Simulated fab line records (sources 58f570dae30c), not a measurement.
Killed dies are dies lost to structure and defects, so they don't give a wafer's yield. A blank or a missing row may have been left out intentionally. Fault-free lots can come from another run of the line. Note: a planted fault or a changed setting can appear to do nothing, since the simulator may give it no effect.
2 desks looking at one fault | flow berkeley cmos170 | every desk sees just its own numbers, and what lay behind them comes last

TOOL OWNER'S DESK, implanter-03
The tool's own readings at UCB170_PLDD_IMPLANT_09: means of the sampled wafers that have a number, for each lot that ran on this tool. Any lot whose mean is over 4 standard deviations away from the usual mean is out of limits and marked OUT; that distance is given in the brackets.
Columns: A = dose ions cm2 at UCB170_PLDD_IMPLANT_09, usual 5.001e+13; B = faraday current uA at UCB170_PLDD_IMPLANT_09, usual 159
lot  | first seen here | A                           | B
L843 | day 8 22:23     | 5.003e+13                   | 157
L844 | day 8 22:58     | 5.006e+13                   | 160
L846 | day 9 03:58     | 5.005e+13                   | 157
L851 | day 10 06:13    | 4.397e+13 (-99 or more) OUT | 141 (-5.7) OUT
L850 | day 10 06:37    | 4.404e+13 (-99 or more) OUT | 139 (-6.2) OUT
L854 | day 11 02:12    | 4.400e+13 (-99 or more) OUT | 138 (-6.5) OUT
This desk finds L850, L851, L854 out of limits, L851 being first, at day 10 06:13 (dose ions cm2 at UCB170_PLDD_IMPLANT_09). In limits: L843, L844, L846.

METROLOGY DESK
Lot by lot, what the gauges showed, no matter which tool ran the lot: averages of those sampled wafers that carry a number. Any lot whose mean is over 4 standard deviations away from the usual mean is out of limits and marked OUT; that distance is given in the brackets.
Columns: A = GATE_OVL at UCB170_GATE_OVL_MEAS_13, usual 2 nm; B = PLDD_TW at UCB170_PLDD_TW_MEAS_11, usual 1009; C = PLDD_RS at UCB170_SDANNEAL_RS_MEAS_04, usual 1031.5 ohm/sq
lot  | first seen here | A  | B    | C
L837 | day 7 08:22     | -2 | 1010 | 1030.6
L838 | day 8 01:29     | 0  | 1017 | 1031.9
L839 | day 8 01:46     | -2 | 996  | 1032.5
L842 | day 8 18:55     | 2  | 1010 | 1037.5
L843 | day 8 18:57     | 5  | 1011 | 1034.4
L844 | day 8 19:46     | 2  | 1014 | 1029.7
L846 | day 9 02:10     | 11 | 997  | 1028.6
L848 | day 9 15:12     | -1 | 1018 | 1029.6
L851 | day 10 03:17    | 2  | 989  | 1082.8 (+18) OUT
L850 | day 10 03:32    | -5 | 989  | 1081.9 (+18) OUT
L853 | day 10 16:34    | 9  | 1010 | 1032.8
L854 | day 10 23:58    | 3  | 978  | 1085.6 (+19) OUT
L855 | day 11 00:13    | 4  | 996  | 1033.9
L857 | day 11 15:31    | 1  | 1013 | 1028.3
L859 | day 11 23:26    | -4 | 1020 | 1028.8
This desk's finding: out of limits on L850, L851, L854; first on L850, day 11 00:20 (PLDD_RS at UCB170_SDANNEAL_RS_MEAS_04). In limits: L837, L838, L839, L842, L843, L844, L846, L848, L853, L855, L857, L859.

BROUGHT TOGETHER
The tool owner's desk had the chance to raise an alarm at day 10 06:13 on L850, L851, L854.
At day 11 00:20 the metrology desk could have sounded an alarm, on L850, L851, L854.
Every lot named ran UCB170_PLDD_IMPLANT_09 on implanter-03.

WHAT WAS PUT IN BY THE SIMULATOR
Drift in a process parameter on implanter-03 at UCB170_PLDD_IMPLANT_09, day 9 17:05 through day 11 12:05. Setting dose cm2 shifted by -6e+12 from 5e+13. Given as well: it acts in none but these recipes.
Struck lots among those shown: L850, L851, L854.
Delay (hours) between the fault's onset and each desk's first out-of-limits reading: 13 at the tool owner's desk, 31 at the metrology desk.
